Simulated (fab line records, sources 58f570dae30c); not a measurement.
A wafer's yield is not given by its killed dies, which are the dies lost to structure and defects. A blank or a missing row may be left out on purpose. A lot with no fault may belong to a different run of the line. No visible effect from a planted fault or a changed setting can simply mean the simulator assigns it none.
What tool caused it? | flow berkeley cmos170 | 45 wafers from 15 lots sampled at 3 of the route's 331 steps

WHAT THE GAUGES SHOWED, per wafer
UCB170_NWELL_THK_MEAS_02.
lot  | measured    | on            | NWELL_OXIDE_THK (nm)
L143 | day 2 01:37 | film metro-01 | 27.0 27.0 27.2
L144 | day 2 05:53 | film metro-02 | 26.4 26.4 26.5
L145 | day 2 11:00 | film metro-04 | 25.9 25.9 26.0
L148 | day 2 23:09 | film metro-01 | 26.3 27.0 26.3
L149 | day 3 07:43 | film metro-04 | 27.1 27.1 27.3
L150 | day 3 14:40 | film metro-04 | 26.3 26.5 26.5
L151 | day 3 14:40 | film metro-01 | 25.9 26.0 26.0
L152 | day 3 19:35 | film metro-01 | 25.7 26.2 26.0
L153 | day 4 02:05 | film metro-01 | 27.0 26.6 26.8
L154 | day 4 06:29 | film metro-02 | 27.0 26.9 26.9
L155 | day 4 10:59 | film metro-02 | 26.1 26.3 26.4
L158 | day 5 02:04 | film metro-04 | 26.5 26.8 26.4
L159 | day 5 07:17 | film metro-01 | 26.4 26.4 26.5
L161 | day 5 13:49 | film metro-01 | 27.0 27.1 26.9
L160 | day 5 13:50 | film metro-02 | 27.1 26.8 27.3

UCB170_ACTIVE_THK_MEAS_06.
lot  | measured    | on            | ACTIVE_NITRIDE_THK (nm)
L143 | day 4 08:20 | film metro-03 | 219.3 223.1 220.7
L144 | day 4 08:20 | film metro-02 | 221.8 221.8 222.5
L145 | day 4 10:41 | film metro-02 | 219.2 219.5 220.0
L148 | day 5 01:08 | film metro-04 | 220.2 218.0 220.0
L149 | day 5 05:01 | film metro-02 | 217.9 218.1 217.4
L150 | day 5 14:29 | film metro-03 | 221.7 221.6 221.2
L151 | day 5 14:29 | film metro-02 | 220.0 217.4 218.7
L152 | day 5 21:31 | film metro-02 | 219.3 217.4 217.8
L153 | day 5 21:30 | film metro-04 | 217.6 217.3 217.6
L154 | day 5 21:34 | film metro-03 | 218.3 218.2 219.6
L155 | day 6 07:00 | film metro-04 | 220.0 217.7 220.3
L158 | day 7 01:52 | film metro-03 | 220.8 221.4 221.2
L159 | day 7 07:57 | film metro-02 | 224.5 223.6 222.7
L161 | day 7 07:57 | film metro-03 | 219.5 218.8 217.3
L160 | day 7 13:38 | film metro-03 | 218.5 219.4 219.9

WHICH TOOL RAN EACH LOT (tool, then ch and the chambers of the sampled wafers, then the start)
lot  | UCB170_NWELL_ETCH_13
L143 | rie diel-04 ch 1,2,3, day 2 13:04
L144 | rie diel-02 ch 0,1,2, day 2 13:23
L145 | rie diel-02 ch 0,1,2, day 2 17:22
L148 | rie diel-01 ch 1,2, day 3 07:21
L149 | rie diel-02 ch 0,1,2, day 3 13:07
L150 | rie diel-04 ch 0,2,3, day 3 22:35
L151 | rie diel-01 ch 0,1,2, day 3 22:45
L152 | rie diel-01 ch 0,2, day 4 06:05
L153 | rie diel-02 ch 0,1, day 4 08:41
L154 | rie diel-01 ch 1,3, day 4 10:53
L155 | rie diel-04 ch 0,2,3, day 4 18:38
L158 | rie diel-02 ch 2,3, day 5 08:52
L159 | rie diel-02 ch 0,1,3, day 5 14:47
L161 | rie diel-02 ch 0,2,3, day 5 19:55
L160 | rie diel-04 ch 0,1,2, day 5 20:11
- UCB170_NWELL_ETCH_13: etches Si3N4 in CH3F/Ar/O2, stops on SiO2, target depth 246.4 nm, time 154 s.

WHAT THE TOOLS THEMSELVES READ (means of the sampled wafers that have a number; where no wafer has one, the mark that the record gives instead)
UCB170_NWELL_ETCH_13.
lot  | tool        | O2_flow_sccm (sccm) | drypump motor current A (A) | oes product au (a.u.) | throttle valve pct (%)
L143 | rie diel-04 | 7.013               | 5.2                         | 0.925                 | 8.15
L144 | rie diel-02 | 7.001               | 5.5                         | 0.952                 | 7.95
L145 | rie diel-02 | 6.988               | 5.5                         | 0.951                 | 7.95
L148 | rie diel-01 | 6.990               | 6.0                         | 0.947                 | 8.06
L149 | rie diel-02 | 7.024               | 5.5                         | 0.949                 | 7.94
L150 | rie diel-04 | 6.998               | 5.4                         | 0.941                 | 8.20
L151 | rie diel-01 | 7.002               | 6.0                         | 0.959                 | 8.06
L152 | rie diel-01 | 6.988               | 5.8                         | 0.937                 | 8.08
L153 | rie diel-02 | 7.002               | 5.5                         | 0.941                 | 7.93
L154 | rie diel-01 | 7.006               | 5.9                         | 0.944                 | 7.93
L155 | rie diel-04 | 6.985               | 5.4                         | 0.956                 | 8.19
L158 | rie diel-02 | 7.019               | 5.9                         | 0.946                 | 7.99
L159 | rie diel-02 | 6.983               | 5.7                         | 0.940                 | 7.95
L161 | rie diel-02 | 7.000               | 5.7                         | 0.955                 | 7.96
L160 | rie diel-04 | 6.997               | 5.3                         | 0.942                 | 8.17

THE ANSWER, worked out from the rows above alone
Rule: the usual values come from the lots themselves. Put in order of their means at a reading, lots are off if they are a third of the lots or fewer, leave a main group of 4 or more, and stand apart from it by a gap of 3 or more times the standard deviation of the main group's means; of several such gaps the widest counts. A main group whose means are all the same, to the digits that the tables above print for the reading, isn't used. A lot without any number at a reading at which 4 lots or more have one is off too. All remaining lots with rows at the step are treated as sound. Order of review: gauges by route order, followed by the tools' own readings, for which a lot's mean as printed above is used. At the first step where some lot is off, the reading lying furthest off is the one used; lots without a number count as furthest.
No lot is off at any reading shown: from this, nothing can be told.

WHAT THE SIMULATOR HAD PUT IN
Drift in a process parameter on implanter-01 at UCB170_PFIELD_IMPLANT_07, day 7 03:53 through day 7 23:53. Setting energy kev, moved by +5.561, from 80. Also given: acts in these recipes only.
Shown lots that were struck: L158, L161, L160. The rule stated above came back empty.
